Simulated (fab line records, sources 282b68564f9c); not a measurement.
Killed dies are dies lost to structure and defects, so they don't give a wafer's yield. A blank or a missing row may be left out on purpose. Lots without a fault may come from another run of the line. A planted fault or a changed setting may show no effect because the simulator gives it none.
Tool commonality check | flow rit_cmos | 13 lots, 39 wafers sampled

WHY IT WAS OPENED
At RIT_FOX2_THK_MEAS_90 the reading FIELD_OXIDE_LEFT_1_THK is flagged on 1 of 13 lots. Wafers without a fault read 322 nm, standard deviation 6.2.
Rule: a lot is flagged when every wafer of it that has a number lies more than 4 standard deviations from that mean, or none has a number. The other lots count as sound.

lot  | measured    | on            | FIELD_OXIDE_LEFT_1_THK (nm), wafer by wafer | flag
L450 | day 1 20:48 | film_metro-02 | 330 330 329                                 |
L451 | day 2 01:29 | film_metro-01 | 328 322 323                                 |
L452 | day 2 06:15 | film_metro-03 | 325 319 327                                 |
L453 | day 2 10:53 | film_metro-02 | 332 328 332                                 |
L454 | day 2 16:43 | film_metro-02 | 316 319 312                                 |
L456 | day 3 01:22 | film_metro-03 | 326 323 323                                 |
L457 | day 3 06:20 | film_metro-02 | 318 329 325                                 |
L459 | day 3 17:49 | film_metro-01 | 307 313 316                                 |
L460 | day 3 21:41 | film_metro-02 | 324 316 320                                 |
L467 | day 5 08:23 | film_metro-02 | 268 264 265                                 | FLAGGED
L471 | day 6 04:16 | film_metro-02 | 317 315 319                                 |
L472 | day 6 09:18 | film_metro-02 | 319 317 317                                 |
L473 | day 6 14:11 | film_metro-01 | 322 319 320                                 |
The numbers of the flagged lots are 266 nm on average: -56 nm against the usual, or -9 standard deviations.

WHICH TOOL RAN EACH LOT
The record holds 1 process step before the reading, out of a route of 202 steps. In each cell: the tool, then ch and the chambers that the sampled wafers went through, then the start.
lot  | flag    | RIT_FOX2_CLEAN_02
L450 |         | wet_bench-04 ch 0, day 1 19:55
L451 |         | wet_bench-04 ch 2, day 2 00:36
L452 |         | wet_bench-04 ch 1, day 2 05:17
L453 |         | wet_bench-04 ch 1, day 2 10:04
L454 |         | wet_bench-04 ch 1, day 2 15:50
L456 |         | wet_bench-04 ch 2, day 3 00:28
L457 |         | wet_bench-03 ch 0, day 3 05:32
L459 |         | wet_bench-03 ch 2, day 3 16:56
L460 |         | wet_bench-04 ch 0, day 3 20:47
L467 | FLAGGED | wet_bench-04 ch 1, day 5 07:34
L471 |         | wet_bench-04 ch 0, day 6 03:22
L472 |         | wet_bench-03 ch 3, day 6 08:29
L473 |         | wet_bench-01 ch 2, day 6 13:22
What these steps do:
- RIT_FOX2_CLEAN_02: cleans in dHF, time 180 s.
- RIT_FOX2_THK_MEAS_90

FLAGGED OVER TOTAL, TOOL BY TOOL (the gauges that took the reading come last)
step                 | tool          | lots run | flagged | share of the flagged lots | sound lots run after its first flagged lot
RIT_FOX2_CLEAN_02    | wet_bench-01  | 1        | 0       | none                      | -
RIT_FOX2_CLEAN_02    | wet_bench-03  | 3        | 0       | none                      | -
RIT_FOX2_CLEAN_02    | wet_bench-04  | 9        | 1       | all                       | 1 (L471)
RIT_FOX2_THK_MEAS_90 | film_metro-01 | 3        | 0       | none                      | -
RIT_FOX2_THK_MEAS_90 | film_metro-02 | 8        | 1       | all                       | 2 (L471,L472)
RIT_FOX2_THK_MEAS_90 | film_metro-03 | 2        | 0       | none                      | -

WHAT THE TABLE ALLOWS
2 rows of the table ran every flagged lot: wet_bench-04 at RIT_FOX2_CLEAN_02, film_metro-02 at RIT_FOX2_THK_MEAS_90.
- wet_bench-04 at RIT_FOX2_CLEAN_02: 1 of its 9 lots flagged. Sound lots ran on it after the first flagged one (L471), which a lasting fault on the whole tool wouldn't allow. Its own readings lie more than 4 standard deviations out on every wafer of the flagged lots: run_length_s.
- film_metro-02 at RIT_FOX2_THK_MEAS_90: 1 of its 8 lots flagged. Sound lots ran on it after the first flagged one (L471, L472), which a lasting fault on the whole tool wouldn't allow.
No row of the table ran every flagged lot and no sound lot after the first.

WHAT THE SIMULATOR HAD PUT IN
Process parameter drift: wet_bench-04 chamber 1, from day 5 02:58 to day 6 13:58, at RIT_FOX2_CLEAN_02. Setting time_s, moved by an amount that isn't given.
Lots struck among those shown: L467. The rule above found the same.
